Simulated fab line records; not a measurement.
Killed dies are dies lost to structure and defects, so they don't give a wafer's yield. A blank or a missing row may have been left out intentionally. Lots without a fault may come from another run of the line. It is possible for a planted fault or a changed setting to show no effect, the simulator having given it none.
The tool behind it: which one?    flow berkeley_cmos170    route of 331 steps, sampled at 1 step: 7 lots, 21 wafers

== WHAT THE GAUGES SHOWED, per wafer ==
UCB170_NSD_CD_MEAS_06 targets a cd of 1200 nm.
lot   measured      on         cd_nm (nm)
L871  day 7 02:23   cd_sem-01  1200.1 1199.8 1201.0
L870  day 7 10:16   cd_sem-02  1199.7 1198.6 1199.2
L880  day 9 06:29   cd_sem-01  1202.3 1201.7 1201.6
L881  day 9 18:09   cd_sem-02  1200.2 1199.7 1198.9
L886  day 10 06:11  cd_sem-02  1197.9 1198.2 1197.1
L892  day 11 03:24  cd_sem-01  1202.2 1200.3 1202.1
L891  day 11 04:05  cd_sem-01  1201.0 1201.3 1202.0

== TOOL THAT RAN EACH LOT (tool first, then ch and the chambers of the sampled wafers, then the start) ==
No process step before these readings appears in the record.

== THE ANSWER, worked out from the rows above alone ==
Rule: the usual values come from the lots themselves. The widest of any qualifying gaps counts: lots, ordered by their means at a reading, are off when they make up no more than a third of the lots, leave a main group of 4 or more, and stand apart from it by 3 or more times the standard deviation of that group's means. If all means in a main group match to the digits the tables above print for the reading, that group is not used. A lot without any number at a reading at which 4 lots or more have one is off too. All remaining lots with rows at the step are treated as sound.
Across all readings shown, no lot is off: no conclusion can be drawn from this.

== WHAT WAS PUT IN BY THE SIMULATOR ==
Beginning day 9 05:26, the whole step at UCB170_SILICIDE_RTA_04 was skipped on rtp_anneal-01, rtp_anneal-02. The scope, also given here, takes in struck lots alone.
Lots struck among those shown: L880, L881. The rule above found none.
